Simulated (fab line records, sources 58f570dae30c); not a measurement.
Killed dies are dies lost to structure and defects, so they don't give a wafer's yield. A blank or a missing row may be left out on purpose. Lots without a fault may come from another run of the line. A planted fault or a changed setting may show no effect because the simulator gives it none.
fab line records | flow berkeley_cmos170
record lots=6 wafers=18 last_day=12
route steps=331 shown SDANNEAL@205 PSD@206 NSD@207 PLDD@208 NLDD@209 SILICIDE@210 CONTACT@216 M1@238
lots that met no fault: from a run of the same line without faults
start_h: hours from the record's first day to the start of the lot's first wafer shown | wait_h: hours since the lot's step before | " the same as in the row above | L1.1+2: a row that stands for several wafers | - no value, or no start given | * or withheld: withheld | < > ~ a bound
route shown NAME@n: a module of which the file shows steps, and the number in the route of the first | usual: mean/standard deviation of fault-free wafers | same: alike in all rows | chamber/n: place in a boat | sites: the reading at each site | _std_site: their standard deviation | _edge_site: outer sites' mean less inner sites' | radius_mm: how far each site lies from the wafer's centre | mask NAME#n: copy n | behind: the tool/chamber that last shaped the wafer | hold: why the lot was held/for how many hours/how that ended | device: the transistor (n, p or np) that didn't switch | end of line: the same wafers' tests at the end of the route | a step without rows: its recipe alone | killed: dies lost to structure and defects at the first sort, not the wafer's yield | map: a wafer's dies, x killed, . not, _ none there
set.NAME: the setting as run; set.NAME@STEP: as run at that earlier step | model.NAME: the simulator's own value behind a step, which no gauge read
lots at some steps of the route; a table a step, a row a wafer
services: from which hour (start_h, from the record's first day; less than 0 if before it) a tool's chamber was out of use, for how many hours, and why
## steps
# step UCB170_SDANNEAL_RTA_01
# recipe temp_c=1050 time_s=5 ambient=N2
# step UCB170_SDANNEAL_RS_MEAS_02
# recipe thk_meas_gauge=four-point-probe
# usual PSD_RS=75.6/0.32
# columns lot.wafer tool chamber start_h wait_h PSD_RS[ohm/sq]
L353.2 film_metro-02 - 145.95 0.1 75.2
L353.4 " - " " 75.3
L353.6 " - " " 75.3
L358.3 film_metro-01 - 181.86 0.1 75.6
L358.4 " - " " 75.4
L358.5 " - " " 75.6
L361.1 film_metro-01 - 185.87 0.0 75.5
L361.2 " - " " 75.2
L361.3 " - " " 75.6
L362.4 film_metro-01 - 191.91 0.1 75.3
L362.5 " - " " 75.1
L362.6 " - " " 75.2
L367.2 film_metro-03 - 220.40 0.1 76.2
L367.3 " - " " 76.1
L367.6 " - " " 75.9
L373.3 film_metro-02 - 262.11 0.1 75.3
L373.4 " - " " 74.9
L373.6 " - " " 75.3
# step UCB170_SDANNEAL_RS_MEAS_03
# recipe thk_meas_gauge=four-point-probe
# usual NSD_RS=37.28/0.096
# columns lot.wafer tool chamber start_h wait_h NSD_RS[ohm/sq]
L353.2 film_metro-02 - 146.07 0.1 37.40
L353.4 " - " " 37.38
L353.6 " - " " 37.29
L358.3 film_metro-01 - 181.98 0.1 37.27
L358.4 " - " " 37.29
L358.5 " - " " 37.32
L361.1 film_metro-01 - 185.99 0.1 37.21
L361.2 " - " " 37.11
L361.3 " - " " 37.18
L362.4 film_metro-01 - 192.03 0.1 37.35
L362.5 " - " " 37.33
L362.6 " - " " 37.33
L367.2 film_metro-03 - 220.52 0.1 37.37
L367.3 " - " " 37.39
L367.6 " - " " 37.31
L373.3 film_metro-02 - 262.23 0.1 37.31
L373.4 " - " " 37.25
L373.6 " - " " 37.33
# step UCB170_SDANNEAL_RS_MEAS_04
# recipe thk_meas_gauge=four-point-probe
# usual PLDD_RS=1031.5/2.9
# columns lot.wafer tool chamber start_h wait_h PLDD_RS[ohm/sq]
L353.2 film_metro-02 - 146.19 0.1 1028.5
L353.4 " - " " 1029.6
L353.6 " - " " 1028.7
L358.3 film_metro-01 - 182.10 0.1 1029.8
L358.4 " - " " 1030.0
L358.5 " - " " 1033.5
L361.1 film_metro-01 - 186.11 0.1 1033.1
L361.2 " - " " 1031.9
L361.3 " - " " 1031.9
L362.4 film_metro-01 - 192.15 0.1 1032.1
L362.5 " - " " 1029.1
L362.6 " - " " 1030.4
L367.2 film_metro-03 - 220.64 0.1 1031.7
L367.3 " - " " 1034.7
L367.6 " - " " 1031.0
L373.3 film_metro-02 - 262.35 0.1 1031.0
L373.4 " - " " 1035.8
L373.6 " - " " 1033.2
# step UCB170_SDANNEAL_RS_MEAS_05
# recipe thk_meas_gauge=four-point-probe
# usual NLDD_RS=616.6/1.4
# columns lot.wafer tool chamber start_h wait_h NLDD_RS[ohm/sq]
L353.2 film_metro-02 - 146.31 0.1 618.3
L353.4 " - " " 618.2
L353.6 " - " " 617.6
L358.3 film_metro-01 - 182.22 0.1 617.3
L358.4 " - " " 616.3
L358.5 " - " " 615.8
L361.1 film_metro-01 - 186.23 0.1 613.8
L361.2 " - " " 615.5
L361.3 " - " " 614.6
L362.4 film_metro-01 - 192.27 0.1 615.8
L362.5 " - " " 616.2
L362.6 " - " " 616.2
L367.2 film_metro-03 - 220.76 0.1 616.0
L367.3 " - " " 615.2
L367.6 " - " " 618.1
L373.3 film_metro-02 - 262.47 0.1 615.3
L373.4 " - " " 616.4
L373.6 " - " " 615.8
# step UCB170_SILICIDE_PRE_CLEAN_00
# recipe gas=Ar preclean_etch_time_s=60
# step UCB170_SILICIDE_SPUTTER_01
# recipe material=Ti target_thk_nm=30 time_s=25 power_w=1500 chamber_pressure_pa=0.5
# usual throttle_valve_pct=30.3/1.1
# columns lot.wafer tool chamber start_h wait_h throttle_valve_pct
L353.2 pvd_sputter-02 - 146.48 0.0 29.2
L353.4 " - " " 31.9
L353.6 " - " " 31.9
L358.3 pvd_sputter-02 - 182.37 0.0 30.4
L358.4 " - " " 29.4
L358.5 " - " " 32.4
L361.1 pvd_sputter-02 - 186.42 0.0 31.5
L361.2 " - " " 30.4
L361.3 " - " " 32.2
L362.4 pvd_sputter-02 - 192.40 0.0 29.4
L362.5 " - " " 30.4
L362.6 " - " " 29.2
L367.2 pvd_sputter-02 - 220.92 0.0 29.3
L367.3 " - " " 30.5
L367.6 " - " " 30.3
L373.3 pvd_sputter-02 - 262.62 0.0 29.4
L373.4 " - " " 30.2
L373.6 " - " " 32.1
# step UCB170_SILICIDE_RS_MEAS_02
# recipe thk_meas_gauge=four-point-probe reads=Ti_of_SILICIDE_SPUTTER_01
# usual SILICIDE_TI_RS=26.26/0.27
# columns lot.wafer tool chamber start_h wait_h SILICIDE_TI_RS[ohm/sq]
L353.2 film_metro-04 - 146.53 0.0 26.49
L353.4 " - " " 26.49
L353.6 " - " " 26.43
L358.3 film_metro-01 - 182.44 0.1 26.60
L358.4 " - " " 26.59
L358.5 " - " " 26.84
L361.1 film_metro-02 - 186.45 0.0 26.28
L361.2 " - " " 25.77
L361.3 " - " " 26.19
L362.4 film_metro-01 - 192.49 0.1 26.37
L362.5 " - " " 26.13
L362.6 " - " " 26.44
L367.2 film_metro-02 - 220.97 0.0 26.12
L367.3 " - " " 26.36
L367.6 " - " " 26.31
L373.3 film_metro-04 - 262.69 0.1 26.46
L373.4 " - " " 26.19
L373.6 " - " " 26.64
# step UCB170_SILICIDE_THK_MEAS_03
# recipe thk_meas_gauge=xrf reads=Ti_of_SILICIDE_SPUTTER_01
# usual SILICIDE_TI_THK=29.56/0.29
# columns lot.wafer tool chamber start_h wait_h SILICIDE_TI_THK[nm]
L353.2 film_metro-04 - 146.64 0.1 29.35
L353.4 " - " " 29.12
L353.6 " - " " 29.37
L358.3 film_metro-01 - 182.54 0.1 29.52
L358.4 " - " " 29.49
L358.5 " - " " 29.33
L361.1 film_metro-02 - 186.57 0.1 29.70
L361.2 " - " " 30.02
L361.3 " - " " 29.63
L362.4 film_metro-01 - 192.58 0.1 29.59
L362.5 " - " " 29.73
L362.6 " - " " 29.40
L367.2 film_metro-02 - 221.08 0.1 29.75
L367.3 " - " " 29.51
L367.6 " - " " 29.60
L373.3 film_metro-04 - 262.79 0.1 29.20
L373.4 " - " " 29.45
L373.6 " - " " 29.18
# step UCB170_SILICIDE_RTA_04
# recipe temp_c=650 time_s=15 ambient=N2
# step UCB170_SILICIDE_WET_ETCH_05
# recipe chemistry=SPM time_s=45 temp_c=120 target=Ti
# step UCB170_CONTACT_CLEAN_00
# recipe chemistry=SPM temp_c=120 time_s=600
# step UCB170_CONTACT_CVD_01
# recipe material=PSG target_thk_nm=700 temp_c=450 precursor=SiH4/O2/PH3 time_s=2820 pressure_mtorr=300 sih4_flow_sccm=60 o2_flow_sccm=90 ph3_flow_sccm=25
# usual spike_tc_centre_C=453.0/1.1
# columns lot.wafer tool chamber start_h wait_h spike_tc_centre_C model.PSG_of_CONTACT_CVD_01.thk_nm
L353.2 lpcvd-02 1 147.16 0.0 452.3 715.4
L353.4 " 1 " " 454.0 712.7
L353.6 " 1 " " 453.6 716.6
L358.3 lpcvd-01 0 184.39 1.5 453.4 706.8
L358.4 " 0 " " 453.3 717.5
L358.5 " 0 " " 451.7 709.5
L361.1 lpcvd-02 0 187.22 0.0 454.3 806.1
L361.2 " 0 " " 454.0 804.5
L361.3 " 0 " " 454.8 802.8
L362.4 lpcvd-02 0 192.88 0.0 453.5 815.7
L362.5 " 0 " " 454.2 813.3
L362.6 " 0 " " 454.1 814.9
L367.2 lpcvd-01 1 222.03 0.6 450.8 699.7
L367.3 " 1 " " 451.7 699.2
L367.6 " 1 " " 451.6 699.3
L373.3 lpcvd-01 0 263.12 0.0 453.5 702.7
L373.4 " 0 " " 453.2 705.3
L373.6 " 0 " " 454.0 710.1
# step UCB170_CONTACT_THK_MEAS_02
# recipe reads=PSG_of_CONTACT_CVD_01
# usual CONTACT_PSG_THK=702/6.3
# columns lot.wafer tool chamber start_h wait_h hold CONTACT_PSG_THK[nm]
L353.2 film_metro-03 - 148.95 0.0 - 715
L353.4 " - " " - 713
L353.6 " - " " - 716
L358.3 film_metro-04 - 186.21 0.0 - 706
L358.4 " - " " - 717
L358.5 " - " " - 709
L361.1 film_metro-04 - 189.00 0.0 await_dispo/0.2h/release 806
L361.2 " - " " await_dispo/0.2h/release 805
L361.3 " - " " await_dispo/0.2h/release 803
L361.1 film_metro-04 - 189.34 0.3 - 806
L361.2 " - " " - 805
L361.3 " - " " - 803
L362.4 film_metro-02 - 194.70 0.0 await_dispo/0.2h/release 816
L362.5 " - " " await_dispo/0.2h/release 814
L362.6 " - " " await_dispo/0.2h/release 815
L362.4 film_metro-02 - 194.92 0.2 - 816
L362.5 " - " " - 813
L362.6 " - " " - 815
L367.2 film_metro-03 - 223.82 0.0 - 699
L367.3 " - " " - 700
L367.6 " - " " - 700
L373.3 film_metro-02 - 264.92 0.0 - 703
L373.4 " - " " - 706
L373.6 " - " " - 710
# step UCB170_CONTACT_COAT_04
# recipe resist=KrF spin_rpm=1500 resist_thk_nm=900
# step UCB170_CONTACT_SOFTBAKE_05
# recipe resist=KrF temp_c=130 time_s=60
# step UCB170_CONTACT_STRIP_06
# recipe chemistry=O2 power_w=400 pressure_mtorr=3500 platen_temp_c=withheld o2_flow_sccm=400 overash_fraction=0.5
# usual drypump_motor_current_A=5.5/0.49 oes_product_au=0.734/0.0047 strip_time_to_endpoint_s=22.01/0.059
# columns lot.wafer tool chamber start_h wait_h drypump_motor_current_A oes_product_au rf_hours_counter_h strip_time_to_endpoint_s
L353.2 plasma_asher-02 0 149.45 0.1 4.9 0.732 43 22.03
L353.4 " 1 " " 5.7 0.727 - 21.99
L353.6 " 0 " " 4.9 0.733 - 22.01
L358.3 plasma_asher-02 1 186.73 0.1 5.7 0.737 - 22.03
L358.4 " 0 " " 4.9 0.737 - 21.93
L358.5 " 0 " " 5.0 0.728 - 22.02
L361.1 plasma_asher-03 0 193.53 0.2 5.2 0.735 7 22.04
L361.2 " 1 " " 5.3 0.733 7 21.94
L361.3 " 0 " " 5.2 0.736 - 21.98
L362.4 plasma_asher-02 1 197.45 0.1 5.7 0.743 - 21.88
L362.5 " 1 " " 5.7 0.739 - 21.95
L362.6 " 0 " " 5.0 0.735 - 21.87
L367.2 plasma_asher-01 1 224.32 0.1 6.4 0.739 49 22.01
L367.3 " 0 " " 6.1 0.732 - 22.05
L367.6 " 0 " " 6.1 0.734 - 22.06
L373.3 plasma_asher-01 0 265.44 0.1 6.1 0.734 - 22.14
L373.4 " 1 " " 6.3 0.742 - 22.10
L373.6 " 1 " " 6.3 0.737 - 22.10
# step UCB170_CONTACT_CLEAN_07
# recipe chemistry=SPM temp_c=120 time_s=600
# step UCB170_CONTACT_RTA_08
# recipe temp_c=900 time_s=10 ambient=N2
# usual lamp_power_pct=25.2/0.99 wafer_temp_C_max=904.2/0.85
# columns lot.wafer tool chamber start_h wait_h lamp_power_pct wafer_temp_C_max
L353.2 rtp_anneal-02 0 150.27 0.0 24.3 904.3
L353.4 " 0 " " 24.3 904.6
L353.6 " 0 " " 24.3 903.5
L358.3 rtp_anneal-01 0 187.05 0.0 26.3 904.3
L358.4 " 0 " " 26.3 903.7
L358.5 " 0 " " 26.3 903.7
L361.1 rtp_anneal-01 0 194.02 0.0 26.3 904.3
L361.2 " 0 " " 26.3 904.9
L361.3 " 0 " " 26.3 904.5
L362.4 rtp_anneal-01 0 197.88 0.0 26.3 904.2
L362.5 " 0 " " 26.3 902.5
L362.6 " 0 " " 26.3 903.7
L367.2 rtp_anneal-01 0 226.68 0.0 26.2 904.5
L367.3 " 0 " " 26.3 904.5
L367.6 " 0 " " 26.2 904.0
L373.3 rtp_anneal-01 0 265.74 0.0 26.3 904.6
L373.4 " 0 " " 26.3 903.2
L373.6 " 0 " " 26.3 903.6
# step UCB170_CONTACT_COAT_09
# recipe resist=BARC temp_c=withheld time_s=withheld spin_rpm=3000 resist_thk_nm=withheld
# step UCB170_CONTACT_COAT_10
# recipe resist=KrF spin_rpm=1500 resist_thk_nm=900
# step UCB170_CONTACT_SOFTBAKE_11
# recipe resist=KrF temp_c=130 time_s=60
# step UCB170_CONTACT_EXPOSE_12
# recipe mask_id=CONT target_cd_nm=700 na=0.5 sigma_outer=0.6 source_shape=conventional dose_mj=35
# step UCB170_CONTACT_PEB_13
# recipe peb_temp_c=130 peb_time_s=withheld resist=KrF
# step UCB170_CONTACT_DEVELOP_14
# recipe developer=TMAH develop_time_s=45 resist=KrF dev_temp_c=21
# step UCB170_CONTACT_CD_MEAS_15
# recipe target_cd_nm=700
# usual cd_nm=699.7/1.3
# columns lot.wafer tool chamber start_h wait_h cd_nm
L353.2 cd_sem-02 - 151.23 - 699.3
L353.4 " - " " 699.3
L353.6 " - " " 701.1
L358.3 cd_sem-01 - 187.98 - 699.3
L358.4 " - " " 699.4
L358.5 " - " " 699.2
L361.1 cd_sem-01 - 195.26 - 699.3
L361.2 " - " " 699.0
L361.3 " - " " 699.2
L362.4 cd_sem-01 - 199.71 - 697.4
L362.5 " - " " 698.5
L362.6 " - " " 696.4
L367.2 cd_sem-02 - 227.93 - 698.6
L367.3 " - " " 698.3
L367.6 " - " " 698.0
L373.3 cd_sem-02 - 267.04 - 698.7
L373.4 " - " " 700.8
L373.6 " - " " 700.5
# step UCB170_CONTACT_OVL_MEAS_16
# usual CONTACT_OVL=-2/6
# columns lot.wafer tool chamber start_h wait_h CONTACT_OVL[nm]
L353.2 overlay-02 - 151.33 0.1 -2
L353.4 " - " " 5
L353.6 " - " " 9
L358.3 overlay-02 - 188.07 0.1 -4
L358.4 " - " " -6
L358.5 " - " " -3
L361.1 overlay-02 - 195.38 0.1 -5
L361.2 " - " " 0
L361.3 " - " " -6
L362.4 overlay-02 - 199.79 0.1 0
L362.5 " - " " -2
L362.6 " - " " -8
L367.2 overlay-02 - 228.04 0.1 -7
L367.3 " - " " -3
L367.6 " - " " -8
L373.3 overlay-01 - 267.14 0.1 0
L373.4 " - " " -3
L373.6 " - " " -6
# step UCB170_CONTACT_ETCH_17
# recipe chemistry=N2/H2 target_depth_a=withheld overetch_a=withheld target=BARC time_s=withheld source_w=500 bias_w=100 pressure_mtorr=30 n2_flow_sccm=100 h2_flow_sccm=200
# usual drypump_motor_current_A=5.8/0.41 oes_product_au=1.000/0.012 throttle_valve_pct=13.34/0.19
# columns lot.wafer tool chamber start_h wait_h drypump_motor_current_A oes_product_au throttle_valve_pct
L353.2 rie_diel-01 0 151.36 0.0 5.8 1.013 13.38
L353.4 " 2 " " 6.0 1.004 13.20
L353.6 " 3 " " 5.1 1.003 13.34
L358.3 rie_diel-01 2 188.09 0.0 6.0 1.009 13.19
L358.4 " 0 " " 5.7 1.016 13.39
L358.5 " 2 " " 6.0 1.014 13.20
L361.1 rie_diel-01 3 195.41 0.0 5.1 0.986 13.34
L361.2 " 2 " " 6.0 1.008 13.20
L361.3 " 0 " " 5.8 1.009 13.36
L362.4 rie_diel-04 2 199.80 0.0 6.0 0.989 13.66
L362.5 " 1 " " 5.7 0.985 13.53
L362.6 " 0 " " 5.9 0.995 13.52
L367.2 rie_diel-01 1 228.07 0.0 5.5 0.977 12.99
L367.3 " 0 " " 5.7 1.005 13.37
L367.6 " 0 " " 5.8 0.999 13.37
L373.3 rie_diel-04 0 267.16 0.0 5.9 0.989 13.51
L373.4 " 3 " " 6.4 1.000 13.47
L373.6 " 2 " " 6.0 1.006 13.66
# step UCB170_CONTACT_ETCH_18
# recipe chemistry=CHF3/CF4/Ar target=PSG stop_on=TiSi2 CHF3_flow_sccm=45 cf4_flow_sccm=15 Ar_flow_sccm=150 pressure_mtorr=200 rf_w=700 target_depth_a=8400 over_etch_frac=0.2 time_s=195
# usual drypump_motor_current_A=5.8/0.41 oes_product_au=0.894/0.0096 throttle_valve_pct=6.95/0.13
# same over_etch_frac=0.2
# columns lot.wafer tool chamber start_h wait_h drypump_motor_current_A oes_product_au rf_hours_counter_h throttle_valve_pct model.etch.depth_nm model.CONTACT.feature_depth_nm
L353.2 rie_diel-01 0 - - 5.7 0.898 117 7.00 715.4 715.4
L353.4 " 2 " " 6.0 0.913 72 6.85 712.7 712.7
L353.6 " 3 " " 5.1 0.901 - 6.92 716.6 716.6
L358.3 rie_diel-01 2 - - 6.0 0.894 73 6.84 706.8 706.8
L358.4 " 0 " " 5.8 0.905 119 7.00 717.5 717.5
L358.5 " 2 " " 6.0 0.900 - 6.85 709.5 709.5
L361.1 rie_diel-01 3 - - 5.1 0.977 7 6.91 806.1 806.1
L361.2 " 2 " " 6.0 0.972 74 6.86 804.5 804.5
L361.3 " 0 " " 5.7 0.972 119 6.99 802.8 802.8
L362.4 rie_diel-04 2 - - 6.0 0.980 138 7.14 815.7 815.7
L362.5 " 1 " " 5.7 0.975 - 7.09 813.3 813.3
L362.6 " 0 " " 5.9 0.961 - 7.08 814.9 814.9
L367.2 rie_diel-01 1 - - 5.5 0.885 12 6.74 699.7 699.7
L367.3 " 0 " " 5.8 0.897 121 7.00 699.2 699.2
L367.6 " 0 " " 5.8 0.893 - 7.00 699.3 699.3
L373.3 rie_diel-04 0 - - 5.9 0.889 49 7.07 702.7 702.7
L373.4 " 3 " " 6.3 0.910 55 7.09 705.3 705.3
L373.6 " 2 " " 5.9 0.898 - 7.15 710.1 710.1
# step UCB170_CONTACT_STRIP_19
# recipe chemistry=O2 power_w=400 pressure_mtorr=3500 platen_temp_c=withheld o2_flow_sccm=400 overash_fraction=0.5
# step UCB170_CONTACT_CD_MEAS_90
# recipe target_cd_nm=700
# usual cd_nm=699.8/1.4
# columns lot.wafer tool chamber start_h wait_h cd_nm
L353.2 cd_sem-02 - 151.65 0.1 699.9
L353.4 " - " " 700.2
L353.6 " - " " 701.4
L358.3 cd_sem-02 - 188.40 0.1 699.3
L358.4 " - " " 700.6
L358.5 " - " " 700.4
L361.1 cd_sem-01 - 195.97 0.1 699.7
L361.2 " - " " 698.7
L361.3 " - " " 699.7
L362.4 cd_sem-02 - 200.23 0.2 697.9
L362.5 " - " " 698.5
L362.6 " - " " 696.0
L367.2 cd_sem-01 - 228.35 0.1 699.2
L367.3 " - " " 698.9
L367.6 " - " " 698.7
L373.3 cd_sem-01 - 267.47 0.1 698.6
L373.4 " - " " 700.1
L373.6 " - " " 699.5
# step UCB170_CONTACT_CLEAN_20
# recipe chemistry=SPM temp_c=120 time_s=600
# step UCB170_M1_SPUTTER_00
# recipe material=Al target_thk_nm=600 time_s=80 power_w=6000 chamber_pressure_pa=0.5
# usual throttle_valve_pct=29.7/0.83
# columns lot.wafer tool chamber start_h wait_h throttle_valve_pct
L353.2 pvd_sputter-04 - 152.10 0.0 30.2
L353.4 " - " " 30.3
L353.6 " - " " 30.1
L358.3 pvd_sputter-01 - 188.67 0.0 29.9
L358.4 " - " " 31.4
L358.5 " - " " 28.7
L361.1 pvd_sputter-03 - 196.27 0.0 28.7
L361.2 " - " " 29.9
L361.3 " - " " 28.7
L362.4 pvd_sputter-01 - 200.47 0.0 30.1
L362.5 " - " " 30.0
L362.6 " - " " 28.9
L367.2 pvd_sputter-01 - 228.63 0.0 29.9
L367.3 " - " " 31.1
L367.6 " - " " 29.8
L373.3 pvd_sputter-04 - 267.90 0.0 30.2
L373.4 " - " " 30.0
L373.6 " - " " 30.1
# step UCB170_M1_RS_MEAS_01
# recipe thk_meas_gauge=four-point-probe reads=Al_of_M1_SPUTTER_00
# usual M1_AL_RS=0.0487/0.00043
# columns lot.wafer tool chamber start_h wait_h M1_AL_RS[ohm/sq]
L353.2 film_metro-02 - 152.18 0.1 0.0487
L353.4 " - " " 0.0486
L353.6 " - " " 0.0482
L358.3 film_metro-01 - 188.77 0.1 0.0487
L358.4 " - " " 0.0488
L358.5 " - " " 0.0482
L361.1 film_metro-02 - 196.35 0.0 0.0493
L361.2 " - " " 0.0488
L361.3 " - " " 0.0490
L362.4 film_metro-02 - 200.63 0.1 0.0478
L362.5 " - " " 0.0484
L362.6 " - " " 0.0482
L367.2 film_metro-02 - 228.71 0.1 0.0485
L367.3 " - " " 0.0489
L367.6 " - " " 0.0483
L373.3 film_metro-02 - 268.00 0.1 0.0489
L373.4 " - " " 0.0488
L373.6 " - " " 0.0491
# step UCB170_M1_THK_MEAS_02
# recipe thk_meas_gauge=xrf reads=Al_of_M1_SPUTTER_00
# usual M1_AL_THK=607/5.9
# columns lot.wafer tool chamber start_h wait_h M1_AL_THK[nm]
L353.2 film_metro-02 - 152.29 0.1 605
L353.4 " - " " 608
L353.6 " - " " 613
L358.3 film_metro-01 - 188.87 0.1 614
L358.4 " - " " 605
L358.5 " - " " 616
L361.1 film_metro-02 - 196.47 0.1 598
L361.2 " - " " 605
L361.3 " - " " 605
L362.4 film_metro-02 - 200.72 0.1 619
L362.5 " - " " 608
L362.6 " - " " 615
L367.2 film_metro-02 - 228.82 0.1 606
L367.3 " - " " 603
L367.6 " - " " 604
L373.3 film_metro-02 - 268.10 0.1 600
L373.4 " - " " 602
L373.6 " - " " 599
# step UCB170_M1_COAT_03
# recipe resist=BARC temp_c=withheld time_s=withheld spin_rpm=3000 resist_thk_nm=withheld
# step UCB170_M1_COAT_04
# recipe resist=KrF spin_rpm=1500 resist_thk_nm=900
# step UCB170_M1_SOFTBAKE_05
# recipe resist=KrF temp_c=130 time_s=60
# step UCB170_M1_EXPOSE_06
# recipe mask_id=METAL1 target_cd_nm=700 na=0.5 sigma_outer=0.6 source_shape=conventional dose_mj=21
# step UCB170_M1_PEB_07
# recipe peb_temp_c=130 peb_time_s=withheld resist=KrF
# step UCB170_M1_DEVELOP_08
# recipe developer=TMAH develop_time_s=45 resist=KrF dev_temp_c=21
# step UCB170_M1_METAL_ETCH_12
# recipe chemistry=Cl2/BCl3 target=Al stop_on=PSG pressure_mtorr=12 target_depth_a=7800 over_etch_frac=0.3 time_s=130 icp_w=600 bias_w=120 Cl2_flow_sccm=90 bcl3_flow_sccm=45
# usual drypump_motor_current_A=5.5/0.59 oes_product_au=0.856/0.0087 throttle_valve_pct=24.31/0.056
# same over_etch_frac=0.3
# columns lot.wafer tool chamber start_h wait_h drypump_motor_current_A oes_product_au rf_hours_counter_h throttle_valve_pct model.PSG_of_CONTACT_CVD_01.thk_nm
L353.2 rie_metal-04 1 154.13 - 6.1 0.852 1 24.30 678
L353.4 " 1 " " 6.1 0.842 - 24.30 675.4
L353.6 " 0 " " 5.1 0.869 - 24.30 678.4
L358.3 rie_metal-02 0 190.03 - 6.4 0.850 - 24.25 668.4
L358.4 " 1 " " 5.7 0.866 - 24.42 679.8
L358.5 " 1 " " 5.7 0.857 - 24.43 671.6
L361.1 rie_metal-04 0 197.68 - 5.1 0.853 5 24.31 767.9
L361.2 " 1 " " 6.1 0.847 2 24.28 767.3
L361.3 " 1 " " 6.1 0.843 - 24.28 765.4
L362.4 rie_metal-03 0 202.54 - 4.7 0.860 - 24.29 778.9
L362.5 " 0 " " 4.7 0.847 - 24.28 776.6
L362.6 " 0 " " 4.7 0.848 - 24.30 777.9
L367.2 rie_metal-03 0 230.03 - 4.7 0.859 3 24.29 662.7
L367.3 " 0 " " 4.7 0.855 - 24.31 662.1
L367.6 " 1 " " 5.8 0.855 - 24.35 661.8
L373.3 rie_metal-02 0 269.22 - 6.4 0.839 - 24.22 664.8
L373.4 " 1 " " 5.7 0.855 - 24.44 668.4
L373.6 " 1 " " 5.7 0.859 - 24.43 672.7
## services
# columns tool chamber start_h hours kind
rie_metal-02 0 134.62 - clean
rie_metal-02 0 134.62 17.4 scheduled_down
rie_metal-02 0 134.62 17.4 vent_cycle
plasma_asher-03 - 144.91 1.1 repair
rie_metal-02 1 152.02 - clean
rie_diel-04 2 162.04 7.4 repair
plasma_asher-03 - 164.81 1.9 repair
pvd_sputter-01 - 178.85 3.9 repair
rie_metal-02 - 180.77 0.7 repair
rie_diel-04 - 198.78 0.8 repair
rie_diel-01 - 204.77 0.5 repair
lpcvd-01 - 206.46 1.4 repair
rie_diel-01 2 206.85 33.7 repair
rtp_anneal-01 - 212.17 3.4 pm
rie_metal-04 0 214.46 1.2 repair
rie_diel-01 1 218.98 5.3 repair
pvd_sputter-01 - 230.34 2.8 repair
rie_diel-04 2 232.66 - clean
rie_diel-04 2 232.66 13.5 scheduled_down
rie_diel-04 2 232.66 13.5 vent_cycle
pvd_sputter-02 - 238.13 3.3 repair
pvd_sputter-02 - 243.83 8.4 repair
rie_diel-04 - 252.04 1.2 repair
rie_metal-04 1 252.90 11.0 repair
## key
first_sign step=UCB170_CONTACT_THK_MEAS_02 reading=visit direction=added
effect step=UCB170_CONTACT_THK_MEAS_02 reading=CONTACT_PSG_THK direction=up sigmas=17 usual=702 struck=810
effect step=UCB170_CONTACT_ETCH_18 reading=oes_product_au direction=up sigmas=8.3 usual=0.894 struck=0.973
model_effect step=UCB170_CONTACT_CVD_01 value=PSG_of_CONTACT_CVD_01.thk_nm without=699.1 struck=809.5
model_effect step=UCB170_CONTACT_ETCH_18 value=etch.depth_nm without=699.1 struck=809.5
model_effect step=UCB170_M1_METAL_ETCH_12 value=PSG_of_CONTACT_CVD_01.thk_nm without=661.9 struck=772.3
met_at UCB170_CONTACT_CVD_01
struck_wafers L361.1,L361.2,L361.3,L362.4,L362.5,L362.6
sort_left_out L361.1,L361.2,L361.3,L362.4,L362.5,L362.6
tester_left_out L361,L362
loop_trim step=UCB170_M1_EXPOSE_06 setting=dose lots=L361
onset_between 147.16 187.22
fault kind=process_parameter_drift tool=lpcvd-02 chamber=- onset_h=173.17 steps=UCB170_CONTACT_CVD_01 channel=target_thk_nm offset=110.43 shape=step end_h=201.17 acts_in=these_recipes_only stated=700
# tester_left_out: of these lots the tester's yield and bins aren't shown, on N5 and GAA mostly nor the transistor test; their killed dies are dies lost to structure and defects alone, not to doping, threshold or leakage, so they don't give the yield
# sort_left_out: the simulated sort isn't trusted on such a fault, so these wafers' sort isn't shown, and their yield isn't known
# loop_trim: a control loop set the setting to another value than it would have without faults
